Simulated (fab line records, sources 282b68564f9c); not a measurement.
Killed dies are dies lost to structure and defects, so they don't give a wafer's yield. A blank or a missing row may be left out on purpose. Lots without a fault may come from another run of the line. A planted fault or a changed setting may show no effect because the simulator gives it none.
Split-lot experiment | flow rit_cmos | 4 lots, 21 wafers read, on a route of 202 steps

THE SPLIT
At RIT_NLDD_COAT_01 (resist thk 1000 nm), the setting spin_rpm was moved away from the recipe's 3250 rpm on 6 of the 21 wafers read, by -2.3% to +4.5%. The other wafers ran this setting at the recipe's value.

FROM THE SPLIT TO THE READING: what the file shows between them, 3 steps
- RIT_NLDD_SOFTBAKE_02: time 60 s
- RIT_NLDD_EXPOSE_03: exposes mask M7, target cd 40700 nm
- RIT_NLDD_DEVELOP_05: develop time 50 s

THE READING
NOVOLAK_of_NLDD_COAT_01.thk_nm (the simulator's own value, which no gauge read), in nm, at RIT_NLDD_HARDBAKE_07 (time 60 s). The file gives no usual value for it. The 15 wafers here that ran the recipe average 883.8 nm, standard deviation 1.8 nm.

wafer  | tool, chamber at the split | spin_rpm as run, rpm | against the recipe | NOVOLAK_of_NLDD_COAT_01.thk_nm, nm | against lot-mates on the recipe
L077.1 | litho_track-02, 0          | 3250                 | recipe             | 884.3                              | -
L077.2 | litho_track-02, 0          | 3250                 | recipe             | 884                                | -
L077.3 | litho_track-02, 0          | 3250                 | recipe             | 885.3                              | -
L077.4 | litho_track-02, 0          | 3250                 | recipe             | 884.9                              | -
L077.5 | litho_track-02, 0          | 3250                 | recipe             | 882.5                              | -
L077.6 | litho_track-02, 0          | 3250                 | recipe             | 886.7                              | -
L078.4 | litho_track-02, 0          | 3250                 | recipe             | 881.6                              | -
L078.5 | litho_track-02, 0          | 3250                 | recipe             | 883.7                              | -
L078.6 | litho_track-02, 0          | 3250                 | recipe             | 881.1                              | -
L079.1 | litho_track-02, 0          | 3395                 | +4.5%              | 868.4                              | -17.0
L079.2 | litho_track-02, 0          | 3250                 | recipe             | 887.5                              | -
L079.3 | litho_track-02, 0          | 3250                 | recipe             | 883.8                              | -
L079.4 | litho_track-02, 0          | 3395                 | +4.5%              | 866                                | -19.4
L079.5 | litho_track-02, 0          | 3395                 | +4.5%              | 865.8                              | -19.6
L079.6 | litho_track-02, 0          | 3250                 | recipe             | 885                                | -
L085.1 | litho_track-04, 0          | 3175                 | -2.3%              | 893.1                              | +10.8
L085.2 | litho_track-04, 0          | 3175                 | -2.3%              | 891.3                              | +9.0
L085.3 | litho_track-04, 0          | 3250                 | recipe             | 882.4                              | -
L085.4 | litho_track-04, 0          | 3175                 | -2.3%              | 892.5                              | +10.2
L085.5 | litho_track-04, 0          | 3250                 | recipe             | 881.8                              | -
L085.6 | litho_track-04, 0          | 3250                 | recipe             | 882.8                              | -

THE FIT
A straight line over all 21 wafers: NOVOLAK_of_NLDD_COAT_01.thk_nm changes by -3.79 nm for each +1% of spin_rpm; r = -0.98; the points scatter about the line by 1.7 nm.
The same after taking each lot's own level away (the mean of its wafers on the recipe; 21 wafers): -4.22 nm for each +1%; r = -0.99; scatter 1.2 nm.
On that fit, the largest move of spin_rpm shifts the reading by 19 nm.
The lots' own levels span 882.13 to 885.43 nm, that is 1.8 times the standard deviation above.
So the lot-to-lot level changes the slope: the two fits differ.
Check: with one of the wafers moved furthest among these (+4.5%) left out of the fit, the line predicts -19.5 nm for it against its lot-mates. It came out at -17 nm against them.

OTHER SPLITS ON THESE WAFERS
These wafers also went through other splits before the reading. Each is held against what the fit with the lots' levels taken away leaves over:
other split on the same wafers  | wafers away from the commonest value | r with NOVOLAK_of_NLDD_COAT_01.thk_nm (lot level and that fit taken away)
RIT_ACTIVE_CVD_03 temp_c        | 12                                   | +0.02
RIT_ACTIVE_CLEAN_16 time_s      | 15                                   | +0.02
RIT_PWELL_COAT_01 resist_thk_nm | 6                                    | -0.16
RIT_PWELL_IMPLANT_08 energy_kev | 9                                    | +0.25
RIT_PRETRO_IMPLANT_08 dose_cm2  | 3                                    | +0.07

THE WHOLE CHAIN: every reading that the file lists as answering this split, in the file's order
step                 | what it does       | reading                                                                         | change (the file's fit)              | r (the file's)
RIT_NLDD_COAT_01     | resist thk 1000 nm | NOVOLAK_of_NLDD_COAT_01.thk_nm (the simulator's own value, which no gauge read) | -4.81 nm for each +1% of the setting | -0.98
RIT_NLDD_HARDBAKE_07 | time 60 s          | NOVOLAK_of_NLDD_COAT_01.thk_nm (the simulator's own value, which no gauge read) | -4.21 nm for each +1% of the setting | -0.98

THE FILE'S OWN FIT
NOVOLAK_of_NLDD_COAT_01.thk_nm changes by -4.21 nm for each +1% of spin_rpm, r = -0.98.
